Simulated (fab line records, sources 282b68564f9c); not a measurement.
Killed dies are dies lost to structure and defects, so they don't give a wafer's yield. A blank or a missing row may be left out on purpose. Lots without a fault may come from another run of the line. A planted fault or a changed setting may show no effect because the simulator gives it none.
fab line records | flow rit_cmos
record lots=13 wafers=39 last_day=7
route steps=202 shown PRETRO@74 PLDD@117 SILICIDE@164 M1@184
lots that met no fault: from a run of the same line without faults
start_h: hours from the record's first day to the start of the lot's first wafer shown | wait_h: hours since the lot's step before | " the same as in the row above | L1.1+2: a row that stands for several wafers | - no value, or no start given | * or withheld: withheld | < > ~ a bound
route shown NAME@n: a module of which the file shows steps, and the number in the route of the first | usual: mean/standard deviation of fault-free wafers | same: alike in all rows | chamber/n: place in a boat | sites: the reading at each site | _std_site: their standard deviation | _edge_site: outer sites' mean less inner sites' | radius_mm: how far each site lies from the wafer's centre | mask NAME#n: copy n | behind: the tool/chamber that last shaped the wafer | hold: why the lot was held/for how many hours/how that ended | device: the transistor (n, p or np) that didn't switch | end of line: the same wafers' tests at the end of the route | a step without rows: its recipe alone | killed: dies lost to structure and defects at the first sort, not the wafer's yield | map: a wafer's dies, x killed, . not, _ none there
set.NAME: the setting as run; set.NAME@STEP: as run at that earlier step | model.NAME: the simulator's own value behind a step, which no gauge read
steps of the route over a sample of lots; a table a step, a row a wafer
services: from which hour (start_h, from the record's first day; less than 0 if before it) a tool's chamber was out of use, for how many hours, and why
## steps
# step RIT_PRETRO_TW_MEAS_10
# usual PRETRO_TW=479/3.1
# columns lot.wafer tool chamber start_h wait_h PRETRO_TW
L157.2 film_metro-03 - 33.34 0.1 476
L157.3 " - " " 474
L157.4 " - " " 476
L158.1 film_metro-02 - 37.43 0.1 481
L158.3 " - " " 482
L158.6 " - " " 483
L159.3 film_metro-02 - 41.21 0.1 483
L159.4 " - " " 482
L159.5 " - " " 482
L162.1 film_metro-02 - 57.70 0.1 486
L162.2 " - " " 481
L162.6 " - " " 484
L163.1 film_metro-02 - 63.91 0.1 482
L163.4 " - " " 480
L163.6 " - " " 481
L164.1 film_metro-03 - 68.02 0.1 476
L164.3 " - " " 476
L164.6 " - " " 473
L166.1 film_metro-02 - 76.63 0.1 479
L166.3 " - " " 480
L166.6 " - " " 479
L167.1 film_metro-02 - 81.75 0.1 481
L167.3 " - " " 479
L167.4 " - " " 480
L168.4 film_metro-01 - 87.67 0.1 484
L168.5 " - " " 479
L168.6 " - " " 482
L170.2 film_metro-01 - 97.93 0.1 480
L170.5 " - " " 477
L170.6 " - " " 480
L171.3 film_metro-03 - 101.22 0.1 478
L171.4 " - " " 475
L171.5 " - " " 476
L172.1 film_metro-03 - 105.93 0.1 475
L172.2 " - " " 473
L172.4 " - " " 475
L180.1 film_metro-01 - 148.88 0.1 478
L180.2 " - " " 479
L180.3 " - " " 483
# step RIT_PLDD_EXPOSE_03
# recipe mask_id=M8 na=0.57 target_cd_nm=40900 dose_mj=250
# usual stage_vel_mm_s=499.94/0.27
# columns lot.wafer tool chamber start_h wait_h mask stage_vel_mm_s
L157.2 iline_stepper-01 0 43.78 0.2 M8#0 499.91
L157.3 " 0 " " M8#0 499.90
L157.4 " 0 " " M8#0 499.65
L158.1 iline_stepper-01 0 47.83 0.1 M8#0 500.06
L158.3 " 0 " " M8#0 500.19
L158.6 " 0 " " M8#0 500.14
L159.3 iline_stepper-02 0 54.64 0.2 M8#0 499.54
L159.4 " 0 " " M8#0 500.02
L159.5 " 0 " " M8#0 499.84
L162.1 iline_stepper-02 0 67.96 0.1 M8#0 499.71
L162.2 " 0 " " M8#0 499.86
L162.6 " 0 " " M8#0 499.56
L163.1 iline_stepper-01 0 75.16 0.2 M8#0 500.11
L163.4 " 0 " " M8#0 500.16
L163.6 " 0 " " M8#0 500.01
L164.1 iline_stepper-01 0 79.11 0.1 M8#0 500.30
L164.3 " 0 " " M8#0 500.59
L164.6 " 0 " " M8#0 500.39
L166.1 iline_stepper-01 0 86.92 0.2 M8#0 499.87
L166.3 " 0 " " M8#0 500.10
L166.6 " 0 " " M8#0 500.28
L167.1 iline_stepper-01 0 92.26 0.1 M8#0 500.29
L167.3 " 0 " " M8#0 500.14
L167.4 " 0 " " M8#0 499.90
L168.4 iline_stepper-02 0 98.41 0.3 M8#0 499.91
L168.5 " 0 " " M8#0 500.08
L168.6 " 0 " " M8#0 499.77
L170.2 iline_stepper-01 0 108.77 0.3 M8_R1#0 499.51
L170.5 " 0 " " M8_R1#0 499.48
L170.6 " 0 " " M8_R1#0 499.63
L171.3 iline_stepper-02 0 112.89 0.2 M8#0 499.76
L171.4 " 0 " " M8#0 499.71
L171.5 " 0 " " M8#0 499.62
L172.1 iline_stepper-01 0 116.63 0.2 M8#0 499.91
L172.2 " 0 " " M8#0 500.09
L172.4 " 0 " " M8#0 500.34
L180.1 iline_stepper-02 0 158.95 0.1 M8#0 500.02
L180.2 " 0 " " M8#0 500.04
L180.3 " 0 " " M8#0 500.28
# step RIT_SILICIDE_THK_MEAS_03
# recipe thk_meas_gauge=xrf reads=Ti_of_SILICIDE_SPUTTER_01
# usual SILICIDE_TI_THK=29.1/0.34
# columns lot.wafer tool chamber start_h wait_h SILICIDE_TI_THK[nm]
L157.2 film_metro-02 - 51.33 0.1 29.1
L157.3 " - " " 28.9
L157.4 " - " " 29.6
L158.1 film_metro-02 - 55.81 0.1 28.8
L158.3 " - " " 28.8
L158.6 " - " " 28.5
L159.3 film_metro-03 - 62.35 0.1 29.5
L159.4 " - " " 29.2
L159.5 " - " " 29.2
L162.1 film_metro-02 - 75.49 0.1 29.2
L162.2 " - " " 29.8
L162.6 " - " " 29.5
L163.1 film_metro-02 - 82.85 0.1 28.7
L163.4 " - " " 28.8
L163.6 " - " " 28.9
L164.1 film_metro-02 - 86.73 0.1 28.7
L164.3 " - " " 29.1
L164.6 " - " " 29.0
L166.1 film_metro-04 - 94.84 0.1 28.9
L166.3 " - " " 28.7
L166.6 " - " " 28.9
L167.1 film_metro-02 - 100.32 0.1 28.7
L167.3 " - " " 29.0
L167.4 " - " " 29.1
L168.4 film_metro-02 - 107.19 0.1 29.1
L168.5 " - " " 29.2
L168.6 " - " " 29.0
L170.2 film_metro-03 - 116.82 0.1 29.3
L170.5 " - " " 29.0
L170.6 " - " " 29.0
L171.3 film_metro-04 - 120.52 0.1 29.7
L171.4 " - " " 29.2
L171.5 " - " " 29.5
L172.1 film_metro-04 - 124.68 0.1 28.9
L172.2 " - " " 29.2
L172.4 " - " " 28.7
L180.1 film_metro-03 - 168.00 0.1 29.3
L180.2 " - " " 29.1
L180.3 " - " " 29.6
# step RIT_M1_SPUTTER_00
# recipe material=Al target_thk_nm=400 power_w=2000 chamber_pressure_pa=0.4 gas=Ar time_s=500 substrate_temp_c=25
# usual throttle_valve_pct=29.9/1.3
# columns lot.wafer tool chamber start_h wait_h throttle_valve_pct
L157.2 pvd_sputter-01 - 54.08 0.0 30.4
L157.3 " - " " 28.9
L157.4 " - " " 28.1
L158.1 pvd_sputter-02 - 58.36 0.0 27.9
L158.3 " - " " 31.3
L158.6 " - " " 27.6
L159.3 pvd_sputter-01 - 64.91 0.0 30.7
L159.4 " - " " 30.0
L159.5 " - " " 29.6
L162.1 pvd_sputter-02 - 78.10 0.0 31.3
L162.2 " - " " 31.7
L162.6 " - " " 29.9
L163.1 pvd_sputter-01 - 85.31 0.0 29.9
L163.4 " - " " 28.1
L163.6 " - " " 28.3
L164.1 pvd_sputter-02 - 89.32 0.0 31.2
L164.3 " - " " 29.7
L164.6 " - " " 31.5
L166.1 pvd_sputter-02 - 97.31 0.0 29.9
L166.3 " - " " 30.8
L166.6 " - " " 27.9
L167.1 pvd_sputter-01 - 102.80 0.0 29.9
L167.3 " - " " 29.0
L167.4 " - " " 30.4
L168.4 pvd_sputter-02 - 109.64 0.0 31.6
L168.5 " - " " 31.5
L168.6 " - " " 27.8
L170.2 pvd_sputter-02 - 119.29 0.0 31.4
L170.5 " - " " 30.8
L170.6 " - " " 29.6
L171.3 pvd_sputter-02 - 123.10 0.0 31.6
L171.4 " - " " 30.8
L171.5 " - " " 29.6
L172.1 pvd_sputter-04 - 127.26 0.0 31.8
L172.2 " - " " 28.9
L172.4 " - " " 30.2
L180.1 pvd_sputter-01 - 170.61 0.0 28.2
L180.2 " - " " 29.9
L180.3 " - " " 30.7
# step RIT_M1_PROBE_99
# usual killed_at_contacts=0.0/0.22 killed_at_front_end=7/3 killed_dies=7/3.1 killed_open=3.4/2.1 killed_short=3.2/1.9
# same gross_dies=264 killed_at_M0_to_M3=0 killed_at_M4_up=0 killed_at_back_side=0 killed_at_other=0
# columns lot.wafer tool chamber start_h wait_h killed_at_contacts killed_at_front_end killed_dies killed_open killed_short
L157.2 prober-01 - 58.50 0.1 0 5 5 1 4
L157.3 prober-01 - 58.55 0.2 0 13 13 5 8
L157.4 prober-01 - 58.60 0.2 0 9 9 5 4
L158.1 prober-02 - 62.80 0.1 0 7 7 4 3
L158.3 prober-02 - 62.90 0.2 0 11 11 4 7
L158.6 prober-02 - 63.05 0.2 1 7 8 6 2
L159.3 prober-01 - 69.02 0.2 0 2 2 1 1
L159.4 prober-01 - 69.07 0.2 0 6 6 3 3
L159.5 prober-01 - 69.12 0.2 0 2 2 1 1
L162.1 prober-01 - 82.12 0.1 0 5 5 2 3
L162.2 prober-01 - 82.17 0.1 0 6 6 2 4
L162.6 prober-01 - 82.37 0.2 0 7 7 4 3
L163.1 prober-02 - 90.10 0.1 0 7 7 6 1
L163.4 prober-02 - 90.25 0.2 0 4 4 2 2
L163.6 prober-02 - 90.35 0.2 0 11 11 4 7
L164.1 prober-01 - 93.52 0.1 1 9 10 5 5
L164.3 prober-01 - 93.62 0.2 0 5 5 1 4
L164.6 prober-01 - 93.77 0.2 0 5 5 4 1
L166.1 prober-01 - 101.50 0.1 0 2 2 2 0
L166.3 prober-01 - 101.60 0.2 0 9 9 4 5
L166.6 prober-01 - 101.75 0.2 0 6 6 1 5
L167.1 prober-02 - 107.02 0.1 0 3 3 1 2
L167.3 prober-02 - 107.12 0.2 0 6 6 4 2
L167.4 prober-02 - 107.17 0.2 0 5 5 2 3
L168.4 prober-01 - 115.12 0.2 0 10 10 4 6
L168.5 prober-01 - 115.17 0.2 0 9 9 3 6
L168.6 prober-01 - 115.22 0.2 0 11 11 8 3
L170.2 prober-01 - 123.63 0.1 0 13 13 5 8
L170.5 prober-01 - 123.78 0.2 0 3 3 0 3
L170.6 prober-01 - 123.83 0.2 0 7 7 6 1
L171.3 prober-02 - 127.34 0.2 0 1 1 1 0
L171.4 prober-02 - 127.39 0.2 0 6 6 3 3
L171.5 prober-02 - 127.44 0.2 0 5 5 2 3
L172.1 prober-01 - 131.29 0.1 0 4 4 4 0
L172.2 prober-01 - 131.34 0.1 0 6 6 3 3
L172.4 prober-01 - 131.44 0.2 0 11 11 8 3
L180.1 prober-01 - 175.09 0.1 0 6 6 3 3
L180.2 prober-01 - 175.14 0.1 0 4 4 1 3
L180.3 prober-01 - 175.19 0.2 0 3 3 2 1
# killed by level:class
L157.2 GATE:geometric_particle:short=3 GATE:geometric_particle:open=1 REOX:geometric_particle:short=1
L157.3 GATE:geometric_particle:open=4 SILICIDE:geometric_particle:short=3 REOX:geometric_particle:short=2 FOX1:geometric_particle:short=1 GATE:geometric_particle:short=1 SPACER:geometric_particle:short=1 SPACER:geometric_particle:open=1
L157.4 GATE:geometric_particle:open=3 FOX1:geometric_particle:open=2 FOX1:geometric_particle:short=2 GATE:geometric_particle:short=2
L158.1 GATE:geometric_particle:short=3 SILICIDE:geometric_particle:open=2 GATE:geometric_particle:open=1 REOX:geometric_particle:open=1
L158.3 GATE:geometric_particle:open=2 REOX:geometric_particle:short=2 SILICIDE:geometric_particle:short=2 FOX1:geometric_particle:open=1 FOX1:geometric_particle:short=1 GATE:geometric_particle:short=1 SPACER:geometric_particle:short=1 SPACER:geometric_particle:open=1
L158.6 GATE:geometric_particle:open=3 REOX:geometric_particle:open=2 SPACER:geometric_particle:short=1 SILICIDE:geometric_particle:open=1 CONTACT:geometric_particle:short=1
L159.3 GATE:geometric_particle:short=1 REOX:geometric_particle:open=1
L159.4 REOX:geometric_particle:open=2 REOX:geometric_particle:short=2 FOX2:geometric_particle:short=1 SILICIDE:geometric_particle:open=1
L159.5 GATE:geometric_particle:open=1 REOX:geometric_particle:short=1
L162.1 FOX1:geometric_particle:short=2 GATE:geometric_particle:open=1 GATE:geometric_particle:short=1 SILICIDE:geometric_particle:open=1
L162.2 FOX2:geometric_particle:short=2 GATE:geometric_particle:short=2 GATE:geometric_particle:open=2
L162.6 GATE:geometric_particle:short=3 GATE:geometric_particle:open=2 FOX1:geometric_particle:open=1 SPACER:geometric_particle:open=1
L163.1 GATE:geometric_particle:open=2 SILICIDE:geometric_particle:open=2 FOX1:geometric_particle:open=1 FOX2:geometric_particle:open=1 SILICIDE:geometric_particle:short=1
L163.4 FOX1:geometric_particle:open=1 FOX2:geometric_particle:open=1 FOX2:geometric_particle:short=1 SILICIDE:geometric_particle:short=1
L163.6 GATE:geometric_particle:short=5 GATE:geometric_particle:open=3 FOX1:geometric_particle:short=1 FOX2:geometric_particle:open=1 FOX2:geometric_particle:short=1
L164.1 FOX1:geometric_particle:short=2 SPACER:geometric_particle:open=2 FOX1:geometric_particle:open=1 FOX2:geometric_particle:short=1 SPACER:geometric_particle:short=1 SILICIDE:geometric_particle:short=1 SILICIDE:geometric_particle:open=1 CONTACT:geometric_particle:open=1
L164.3 FOX1:geometric_particle:short=2 SILICIDE:geometric_particle:short=2 FOX2:geometric_particle:open=1
L164.6 REOX:geometric_particle:open=2 FOX1:geometric_particle:open=1 FOX2:geometric_particle:short=1 FOX2:geometric_particle:open=1
L166.1 GATE:geometric_particle:open=2
L166.3 GATE:geometric_particle:short=3 GATE:geometric_particle:open=2 FOX1:geometric_particle:open=1 REOX:geometric_particle:open=1 SPACER:geometric_particle:short=1 SILICIDE:geometric_particle:short=1
L166.6 GATE:geometric_particle:short=3 FOX1:geometric_particle:short=1 GATE:geometric_particle:open=1 REOX:geometric_particle:short=1
L167.1 GATE:geometric_particle:short=1 GATE:geometric_particle:open=1 REOX:geometric_particle:short=1
L167.3 REOX:geometric_particle:open=2 GATE:geometric_particle:short=1 GATE:geometric_particle:open=1 REOX:geometric_particle:short=1 SILICIDE:geometric_particle:open=1
L167.4 GATE:geometric_particle:open=2 SILICIDE:geometric_particle:short=2 GATE:geometric_particle:short=1
L168.4 FOX1:geometric_particle:short=2 GATE:geometric_particle:open=2 GATE:geometric_particle:short=2 FOX2:geometric_particle:open=1 REOX:geometric_particle:open=1 REOX:geometric_particle:short=1 SILICIDE:geometric_particle:short=1
L168.5 FOX1:geometric_particle:short=3 FOX1:geometric_particle:open=2 GATE:geometric_particle:short=2 GATE:geometric_particle:open=1 SPACER:geometric_particle:short=1
L168.6 GATE:geometric_particle:open=4 FOX1:geometric_particle:open=2 FOX1:geometric_particle:short=1 FOX2:geometric_particle:short=1 FOX2:geometric_particle:open=1 GATE:geometric_particle:short=1 REOX:geometric_particle:open=1
L170.2 GATE:geometric_particle:short=4 REOX:geometric_particle:short=4 GATE:geometric_particle:open=3 REOX:geometric_particle:open=1 SILICIDE:geometric_particle:open=1
L170.5 FOX2:geometric_particle:short=1 REOX:geometric_particle:short=1 SPACER:geometric_particle:short=1
L170.6 REOX:geometric_particle:open=4 FOX1:geometric_particle:short=1 FOX1:geometric_particle:open=1 SPACER:geometric_particle:open=1
L171.3 SPACER:geometric_particle:open=1
L171.4 GATE:geometric_particle:short=2 FOX1:geometric_particle:short=1 FOX2:geometric_particle:open=1 GATE:geometric_particle:open=1 REOX:geometric_particle:open=1
L171.5 FOX2:geometric_particle:short=2 FOX1:geometric_particle:open=1 GATE:geometric_particle:short=1 SPACER:geometric_particle:open=1
L172.1 GATE:geometric_particle:open=2 FOX2:geometric_particle:open=1 SPACER:geometric_particle:open=1
L172.2 SPACER:geometric_particle:short=2 FOX1:geometric_particle:open=1 GATE:geometric_particle:short=1 GATE:geometric_particle:open=1 SILICIDE:geometric_particle:open=1
L172.4 SILICIDE:geometric_particle:open=4 GATE:geometric_particle:open=2 FOX1:geometric_particle:open=1 FOX2:geometric_particle:short=1 GATE:geometric_particle:short=1 REOX:geometric_particle:short=1 REOX:geometric_particle:open=1
L180.1 SILICIDE:geometric_particle:open=2 FOX1:geometric_particle:short=1 GATE:geometric_particle:short=1 REOX:geometric_particle:open=1 SILICIDE:geometric_particle:short=1
L180.2 FOX2:geometric_particle:short=1 GATE:geometric_particle:short=1 REOX:geometric_particle:short=1 SILICIDE:geometric_particle:open=1
L180.3 GATE:geometric_particle:open=2 GATE:geometric_particle:short=1
## services
# columns tool chamber start_h hours kind
iline_stepper-01 - 29.45 1.7 pm
iline_stepper-02 - 49.07 1.7 pm
iline_stepper-01 - 66.70 5.9 repair
pvd_sputter-01 - 107.00 1.3 repair
iline_stepper-02 - 108.06 4.4 pm
pvd_sputter-04 - 112.74 13.6 repair
pvd_sputter-04 - 116.17 2.6 repair
iline_stepper-01 0 132.16 - calibration
## key
first_sign step=RIT_PLDD_EXPOSE_03 reading=mask direction=changed
effect none on later readings
met_at RIT_PLDD_EXPOSE_03
struck_lots L170
tester_left_out L170
not_acting_at RIT_PRETRO_TW_MEAS_10,RIT_SILICIDE_THK_MEAS_03,RIT_M1_SPUTTER_00
onset_between 92.26 108.77
fault kind=wrong_mask tool=any chamber=- onset_h=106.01 steps=RIT_PLDD_EXPOSE_03 aux_copy=M8_R1#0 cd_offset_nm=-350 scope=struck_lots_only
# tester_left_out: of these lots the tester's yield and bins aren't shown, on N5 and GAA mostly nor the transistor test; their killed dies are dies lost to structure and defects alone, not to doping, threshold or leakage, so they don't give the yield
